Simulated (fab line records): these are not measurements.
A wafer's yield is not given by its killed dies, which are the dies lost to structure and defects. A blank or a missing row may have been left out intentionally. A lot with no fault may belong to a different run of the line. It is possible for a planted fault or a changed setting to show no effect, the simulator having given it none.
Lot-split experiment :: flow rit cmos :: 23 wafers read across 5 lots, on a route 202 steps long

== ON THE SPLIT ==
At RIT_NRETRO_COAT_01 (resist thk 1300 nm), the setting resist thk nm was moved away from the recipe's 1300 nm on 7 of the 23 wafers read, by -5.6% to +4.7%. All remaining wafers had this setting at the recipe value.

== FROM THE SPLIT TO THE READING: what the file shows between them, 3 steps ==
- RIT_NRETRO_SOFTBAKE_02: time 60 s
- RIT_NRETRO_EXPOSE_03: exposes mask M4, target cd 43900 nm
- RIT_NRETRO_DEVELOP_05: develop time 68 s

== THE READING ==
NOVOLAK_of_NRETRO_COAT_01.thk nm (the simulator's own value, which no gauge read), in nm, at RIT_NRETRO_HARDBAKE_07 (time 120 s). There is no usual value for it anywhere in the file. Average 1141 nm, standard deviation 4.6 nm, over the 16 wafers here run with the recipe.

wafer: L077.2
tool, chamber at the split: litho track-02, 0
resist thk nm as run, nm: 1300
against the recipe: recipe
NOVOLAK_of_NRETRO_COAT_01.thk nm, nm: 1133
against lot-mates on the recipe: -

wafer: L077.3
tool, chamber at the split: litho track-02, 0
resist thk nm as run, nm: 1300
against the recipe: recipe
NOVOLAK_of_NRETRO_COAT_01.thk nm, nm: 1137
against lot-mates on the recipe: -

wafer: L077.4
tool, chamber at the split: litho track-02, 0
resist thk nm as run, nm: 1361
against the recipe: +4.7%
NOVOLAK_of_NRETRO_COAT_01.thk nm, nm: 1187
against lot-mates on the recipe: +52

wafer: L077.6
tool, chamber at the split: litho track-02, 0
resist thk nm as run, nm: 1361
against the recipe: +4.7%
NOVOLAK_of_NRETRO_COAT_01.thk nm, nm: 1187
against lot-mates on the recipe: +52

wafer: L077.5
tool, chamber at the split: litho track-02, 0
resist thk nm as run, nm: 1361
against the recipe: +4.7%
NOVOLAK_of_NRETRO_COAT_01.thk nm, nm: 1186
against lot-mates on the recipe: +51

wafer: L079.1
tool, chamber at the split: litho track-04, 0
resist thk nm as run, nm: 1227
against the recipe: -5.6%
NOVOLAK_of_NRETRO_COAT_01.thk nm, nm: 1075
against lot-mates on the recipe: -64

wafer: L079.2
tool, chamber at the split: litho track-04, 0
resist thk nm as run, nm: 1300
against the recipe: recipe
NOVOLAK_of_NRETRO_COAT_01.thk nm, nm: 1139
against lot-mates on the recipe: -

wafer: L079.3
tool, chamber at the split: litho track-04, 0
resist thk nm as run, nm: 1300
against the recipe: recipe
NOVOLAK_of_NRETRO_COAT_01.thk nm, nm: 1139
against lot-mates on the recipe: -

wafer: L079.5
tool, chamber at the split: litho track-04, 0
resist thk nm as run, nm: 1300
against the recipe: recipe
NOVOLAK_of_NRETRO_COAT_01.thk nm, nm: 1139
against lot-mates on the recipe: -

wafer: L079.4
tool, chamber at the split: litho track-04, 0
resist thk nm as run, nm: 1227
against the recipe: -5.6%
NOVOLAK_of_NRETRO_COAT_01.thk nm, nm: 1076
against lot-mates on the recipe: -63

wafer: L080.1
tool, chamber at the split: litho track-02, 0
resist thk nm as run, nm: 1300
against the recipe: recipe
NOVOLAK_of_NRETRO_COAT_01.thk nm, nm: 1151
against lot-mates on the recipe: -

wafer: L080.2
tool, chamber at the split: litho track-02, 0
resist thk nm as run, nm: 1300
against the recipe: recipe
NOVOLAK_of_NRETRO_COAT_01.thk nm, nm: 1145
against lot-mates on the recipe: -

wafer: L080.4
tool, chamber at the split: litho track-02, 0
resist thk nm as run, nm: 1300
against the recipe: recipe
NOVOLAK_of_NRETRO_COAT_01.thk nm, nm: 1145
against lot-mates on the recipe: -

wafer: L080.5
tool, chamber at the split: litho track-02, 0
resist thk nm as run, nm: 1300
against the recipe: recipe
NOVOLAK_of_NRETRO_COAT_01.thk nm, nm: 1146
against lot-mates on the recipe: -

wafer: L080.6
tool, chamber at the split: litho track-02, 0
resist thk nm as run, nm: 1300
against the recipe: recipe
NOVOLAK_of_NRETRO_COAT_01.thk nm, nm: 1144
against lot-mates on the recipe: -

wafer: L084.1
tool, chamber at the split: litho track-04, 0
resist thk nm as run, nm: 1346
against the recipe: +3.5%
NOVOLAK_of_NRETRO_COAT_01.thk nm, nm: 1175
against lot-mates on the recipe: +39

wafer: L084.2
tool, chamber at the split: litho track-04, 0
resist thk nm as run, nm: 1346
against the recipe: +3.5%
NOVOLAK_of_NRETRO_COAT_01.thk nm, nm: 1175
against lot-mates on the recipe: +39

wafer: L084.3
tool, chamber at the split: litho track-04, 0
resist thk nm as run, nm: 1300
against the recipe: recipe
NOVOLAK_of_NRETRO_COAT_01.thk nm, nm: 1138
against lot-mates on the recipe: -

wafer: L084.4
tool, chamber at the split: litho track-04, 0
resist thk nm as run, nm: 1300
against the recipe: recipe
NOVOLAK_of_NRETRO_COAT_01.thk nm, nm: 1135
against lot-mates on the recipe: -

wafer: L084.6
tool, chamber at the split: litho track-04, 0
resist thk nm as run, nm: 1300
against the recipe: recipe
NOVOLAK_of_NRETRO_COAT_01.thk nm, nm: 1136
against lot-mates on the recipe: -

wafer: L085.2
tool, chamber at the split: litho track-03, 0
resist thk nm as run, nm: 1300
against the recipe: recipe
NOVOLAK_of_NRETRO_COAT_01.thk nm, nm: 1143
against lot-mates on the recipe: -

wafer: L085.4
tool, chamber at the split: litho track-03, 0
resist thk nm as run, nm: 1300
against the recipe: recipe
NOVOLAK_of_NRETRO_COAT_01.thk nm, nm: 1144
against lot-mates on the recipe: -

wafer: L085.6
tool, chamber at the split: litho track-03, 0
resist thk nm as run, nm: 1300
against the recipe: recipe
NOVOLAK_of_NRETRO_COAT_01.thk nm, nm: 1142
against lot-mates on the recipe: -

FIT RESULTS
A straight line over all 23 wafers: NOVOLAK_of_NRETRO_COAT_01.thk nm changes by +10.6 nm for each +1% of resist thk nm; r = +0.99; the points scatter about the line by 4.6 nm.
The same after taking each lot's own level away (the mean of its wafers on the recipe; 23 wafers): +11.1 nm for each +1%; r = +1.00; scatter 1.5 nm.
Per that fit: largest resist thk nm move, reading shift of 63 nm.
Measured against the standard deviation above, the lots' own levels, which go from 1135.0 to 1146.2 nm, span 2.4 times it.
Hence the lot-to-lot level has little effect on the slope; both slopes agree.
Check: with one of the wafers moved furthest among these (-5.6%) left out of the fit, the line predicts -62.2 nm for it against its lot-mates. Against them it came out at -64 nm.

== OTHER SPLITS APPLIED TO THESE WAFERS ==
Before the reading, these wafers also passed through other splits. Each is held against what the fit with the lots' levels taken away leaves over:
other split on the same wafers: RIT_ACTIVE_EXPOSE_08 dose mj
wafers away from the commonest value: 11
r with NOVOLAK_of_NRETRO_COAT_01.thk nm (lot level and that fit taken away): +0.23

other split on the same wafers: RIT_FOX2_OXIDATION_00 ox time s
wafers away from the commonest value: 15
r with NOVOLAK_of_NRETRO_COAT_01.thk nm (lot level and that fit taken away): -0.07

== THE WHOLE CHAIN: every reading that the file lists as answering this split, in the file's order ==
step: RIT_NRETRO_COAT_01
what it does: resist thk 1300 nm
reading: NOVOLAK_of_NRETRO_COAT_01.thk nm (the simulator's own value, which no gauge read)
change (the file's fit): +13 nm for each +1% of the setting
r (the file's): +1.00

step: RIT_NRETRO_HARDBAKE_07
what it does: time 120 s
reading: NOVOLAK_of_NRETRO_COAT_01.thk nm (the simulator's own value, which no gauge read)
change (the file's fit): +11.2 nm for each +1% of the setting
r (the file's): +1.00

== FILE'S OWN FIT ==
NOVOLAK_of_NRETRO_COAT_01.thk nm changes by +11.2 nm for each +1% of resist thk nm, r = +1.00.
